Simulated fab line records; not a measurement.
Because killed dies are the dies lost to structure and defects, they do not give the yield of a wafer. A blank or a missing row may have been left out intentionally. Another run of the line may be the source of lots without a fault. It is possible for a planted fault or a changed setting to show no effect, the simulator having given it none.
2 desks, one fault :: flow berkeley_cmos170 :: each desk holds nothing but its own numbers, with what lay behind them at the end

== DESK OF THE TOOL OWNER: pecvd-04 ==
The tool's own readings at UCB170_SPACER_CVD_00 (deposits SiO2 from TEOS/O2, target thk 376 nm, time 47 s): means of the sampled wafers that have a number, for each lot that ran on this tool. Marked OUT: a lot whose mean sits more than 4 standard deviations from the usual mean, which makes it out of limits; the brackets give that distance.
Columns: A = heater_power_w at UCB170_SPACER_CVD_00, usual 245 W
lot: L407
first seen here: day 6 19:49
A: 225

lot: L409
first seen here: day 7 04:35
A: 260

lot: L412
first seen here: day 7 14:38
A: 239

lot: L425
first seen here: day 10 03:17
A: 274
Result from this desk: across the 4 lots, nothing is out of limits.

== METROLOGY DESK ==
Means of the sampled wafers that have a number, per lot and without regard to the tool the lot ran on: this is what the gauges read. Marked OUT: a lot whose mean sits more than 4 standard deviations from the usual mean, which makes it out of limits; the brackets give that distance.
Columns: A = SPACER_TEOS_THK at UCB170_SPACER_THK_MEAS_01, usual 375 nm; B = V2_BOW at UCB170_V2_BOW_MEAS_03, usual 38 um; C = M3_OVL at UCB170_M3_OVL_MEAS_16, usual 1 nm
lot: L407
first seen here: day 6 19:52
A: 371
B: 30
C: 0

lot: L408
first seen here: day 6 20:04
A: 370
B: 32
C: 1

lot: L409
first seen here: day 7 04:38
A: 376
B: 31
C: 7

lot: L413
first seen here: day 7 14:32
A: 379
B: 47
C: 6

lot: L412
first seen here: day 7 14:40
A: 376
B: 39
C: -1

lot: L416
first seen here: day 7 21:23
A: 374
B: 31
C: 3

lot: L418
first seen here: day 8 11:26
A: 382
B: 42
C: 7

lot: L423
first seen here: day 9 11:52
A: 378
B: 39
C: -7

lot: L425
first seen here: day 10 03:20
A: 389
B: 36
C: 1

lot: L427
first seen here: day 10 16:37
A: 371
B: 43
C: 0

lot: L428
first seen here: day 10 16:48
A: 372
B: 42
C: 1

lot: L429
first seen here: day 10 17:01
A: 375
B: 42
C: -3

lot: L430
first seen here: day 11 01:38
A: 374
B: 39
C: -2
Result from this desk: across the 13 lots, nothing is out of limits.

== BROUGHT TOGETHER ==
Nothing out of limits was seen by the tool owner's desk.
Metrology desk: nothing out of limits seen.

== WHAT HAD BEEN PUT IN BY THE SIMULATOR ==
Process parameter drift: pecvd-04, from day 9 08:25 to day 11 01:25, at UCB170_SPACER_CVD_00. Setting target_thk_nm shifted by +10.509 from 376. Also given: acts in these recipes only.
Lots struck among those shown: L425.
